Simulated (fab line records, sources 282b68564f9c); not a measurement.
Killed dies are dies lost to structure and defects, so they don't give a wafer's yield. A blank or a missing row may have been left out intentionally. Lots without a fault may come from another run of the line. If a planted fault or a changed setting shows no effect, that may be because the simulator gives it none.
Which tool is to blame? + flow ritCmos + 45 wafers from 15 lots sampled at 4 of the route's 202 steps

WHAT EACH GAUGE READ, for each wafer
RIT_ACTIVE_CD_MEAS_11: the cd target is 1400 nm.
| lot  | measured    | on       | cdNm (nm)            |
|------|-------------|----------|----------------------|
| L995 | day 1 16:55 | cdSem-02 | 1398.8 1401.0 1398.6 |
| L996 | day 2 01:03 | cdSem-01 | 1397.3 1397.3 1398.6 |
| L997 | day 2 01:25 | cdSem-01 | 1394.7 1395.9 1393.8 |
| L998 | day 2 05:57 | cdSem-01 | 1393.6 1394.5 1393.4 |
| L999 | day 2 12:01 | cdSem-01 | 1399.8 1399.4 1399.0 |
| L101 | day 2 21:29 | cdSem-01 | 1402.5 1402.7 1399.2 |
| L102 | day 3 01:41 | cdSem-01 | 1402.1 1400.0 1401.5 |
| L104 | day 3 12:20 | cdSem-01 | 1402.9 1400.1 1403.5 |
| L106 | day 4 01:05 | cdSem-02 | 1400.5 1400.0 1401.5 |
| L107 | day 4 04:20 | cdSem-02 | 1395.9 1397.1 1397.1 |
| L110 | day 4 17:28 | cdSem-02 | 1397.9 1398.6 1397.2 |
| L112 | day 5 05:35 | cdSem-01 | 1397.2 1399.7 1399.7 |
| L114 | day 5 14:58 | cdSem-02 | 1400.4 1398.9 1401.8 |
| L117 | day 6 04:29 | cdSem-02 | 1403.3 1402.9 1403.3 |
| L118 | day 6 11:07 | cdSem-01 | 1401.7 1402.9 1405.2 |

RIT_NWELL_OVL_MEAS_06.
| lot  | measured    | on         | NWELL_OVL (nm)       |
|------|-------------|------------|----------------------|
| L995 | day 2 03:07 | overlay-01 | -0.7 -1.5 -0.6       |
| L996 | day 2 09:28 | overlay-01 | 0.5 0.9 0.7          |
| L997 | day 2 09:43 | overlay-02 | 1.2 -0.1 -0.7        |
| L998 | day 2 14:19 | overlay-01 | -1.5 -4.5 -2.7       |
| L999 | day 2 17:43 | overlay-02 | 1.0 0.1 2.0          |
| L101 | day 3 03:55 | overlay-02 | -180.5 -180.5 -181.1 |
| L102 | day 3 10:03 | overlay-02 | 0.6 -1.5 -1.0        |
| L104 | day 3 21:50 | overlay-02 | -179.1 -181.9 -180.1 |
| L106 | day 4 09:10 | overlay-02 | -1.1 -0.3 0.4        |
| L107 | day 4 13:52 | overlay-02 | -181.8 -183.0 -182.5 |
| L110 | day 5 03:08 | overlay-02 | 0.1 1.0 0.7          |
| L112 | day 5 11:23 | overlay-02 | 0.7 -0.5 0.4         |
| L114 | day 5 22:13 | overlay-01 | 1.4 0.3 0.9          |
| L117 | day 6 13:08 | overlay-01 | -1.3 -2.1 -0.8       |
| L118 | day 6 17:12 | overlay-01 | -0.3 -2.4 -0.6       |

RIT_PRETRO_OVL_MEAS_06.
| lot  | measured    | on         | PRETRO_OVL (nm) |
|------|-------------|------------|-----------------|
| L995 | day 2 15:03 | overlay-01 | 0.6 0.3 0.3     |
| L996 | day 2 20:11 | overlay-02 | 1.6 0.9 -0.9    |
| L997 | day 2 20:47 | overlay-01 | 1.6 1.5 1.1     |
| L998 | day 3 01:53 | overlay-02 | -2.2 -1.2 -1.8  |
| L999 | day 3 04:25 | overlay-02 | -2.6 0.0 -1.0   |
| L101 | day 3 15:25 | overlay-02 | 2.3 1.6 1.7     |
| L102 | day 3 21:55 | overlay-01 | 1.4 3.3 1.1     |
| L104 | day 4 08:30 | overlay-02 | 1.4 0.2 1.8     |
| L106 | day 4 19:56 | overlay-02 | 0.4 0.0 1.3     |
| L107 | day 5 00:13 | overlay-02 | 0.3 2.0 1.7     |
| L110 | day 5 13:14 | overlay-01 | 0.3 -1.2 1.4    |
| L112 | day 5 21:58 | overlay-01 | -1.1 1.2 -0.2   |
| L114 | day 6 08:31 | overlay-01 | -0.1 -0.6 0.9   |
| L117 | day 6 23:50 | overlay-02 | -1.3 0.7 1.4    |
| L118 | day 7 03:59 | overlay-01 | -0.7 -2.9 -2.7  |

TOOL THAT RAN EACH LOT (tool first, then ch and the chambers of the sampled wafers, then the start)
| lot  | RIT_NWELL_EXPOSE_03               |
|------|-----------------------------------|
| L995 | ilineStepper-02 ch 0, day 2 02:41 |
| L996 | ilineStepper-01 ch 0, day 2 09:02 |
| L997 | ilineStepper-02 ch 0, day 2 09:17 |
| L998 | ilineStepper-02 ch 0, day 2 13:55 |
| L999 | ilineStepper-02 ch 0, day 2 17:17 |
| L101 | ilineStepper-01 ch 0, day 3 03:29 |
| L102 | ilineStepper-02 ch 0, day 3 09:37 |
| L104 | ilineStepper-01 ch 0, day 3 21:25 |
| L106 | ilineStepper-02 ch 0, day 4 08:46 |
| L107 | ilineStepper-01 ch 0, day 4 13:26 |
| L110 | ilineStepper-02 ch 0, day 5 02:43 |
| L112 | ilineStepper-02 ch 0, day 5 10:59 |
| L114 | ilineStepper-02 ch 0, day 5 21:47 |
| L117 | ilineStepper-02 ch 0, day 6 12:43 |
| L118 | ilineStepper-02 ch 0, day 6 16:46 |
- RIT_NWELL_EXPOSE_03: exposes mask M2, target cd 43900 nm.

WHAT THE TOOLS THEMSELVES READ (means of the sampled wafers that have a number; where no wafer has one, the mark that the record gives instead)
RIT_NWELL_EXPOSE_03.
| lot  | tool            | exposureDoseMJCm2 |
|------|-----------------|-------------------|
| L995 | ilineStepper-02 | 250.03            |
| L996 | ilineStepper-01 | 249.70            |
| L997 | ilineStepper-02 | 250.22            |
| L998 | ilineStepper-02 | 250.16            |
| L999 | ilineStepper-02 | 250.20            |
| L101 | ilineStepper-01 | 250.13            |
| L102 | ilineStepper-02 | 249.96            |
| L104 | ilineStepper-01 | 249.81            |
| L106 | ilineStepper-02 | 250.08            |
| L107 | ilineStepper-01 | 250.19            |
| L110 | ilineStepper-02 | 250.00            |
| L112 | ilineStepper-02 | 250.04            |
| L114 | ilineStepper-02 | 249.93            |
| L117 | ilineStepper-02 | 249.87            |
| L118 | ilineStepper-02 | 250.37            |

THE ANSWER, worked out from the rows above alone
Rule: usual is defined by the lots themselves. The widest of any qualifying gaps counts: lots, ordered by their means at a reading, are off when they make up no more than a third of the lots, leave a main group of 4 or more, and stand apart from it by 3 or more times the standard deviation of that group's means. A main group whose means are all the same, to the digits that the tables above print for the reading, isn't used. Also off: a lot with no number at a reading for which 4 or more lots have one. The other lots that the step has rows for count as sound. After the gauges, taken in route order, come the tools' own readings; for these a lot's mean is taken, as printed above. At the first step where some lot is off, the reading lying furthest off is the one used; lots without a number count as furthest.
Off: L101, L104, L107, seen at RIT_NWELL_OVL_MEAS_06 (NWELL_OVL). Main group: mean -0.3 nm, sd 1.1.
A tool fits if, at a process step before that reading, it ran every lot that is off, and no sound lot after the first of them. The gauges at RIT_NWELL_OVL_MEAS_06 are tried like those tools. One fits: ilineStepper-01 at RIT_NWELL_EXPOSE_03. A fault onset in the window from L996 (day 2 09:02, its last sound lot) to L101 (day 3 03:29, its first lot off) fits.

WHAT HAD BEEN PUT IN BY THE SIMULATOR
Scanner matching overlay: ilineStepper-01, from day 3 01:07 on, at RIT_NWELL_EXPOSE_03. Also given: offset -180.
Shown lots that were struck: L101, L104, L107. This agrees with what the rule above found.
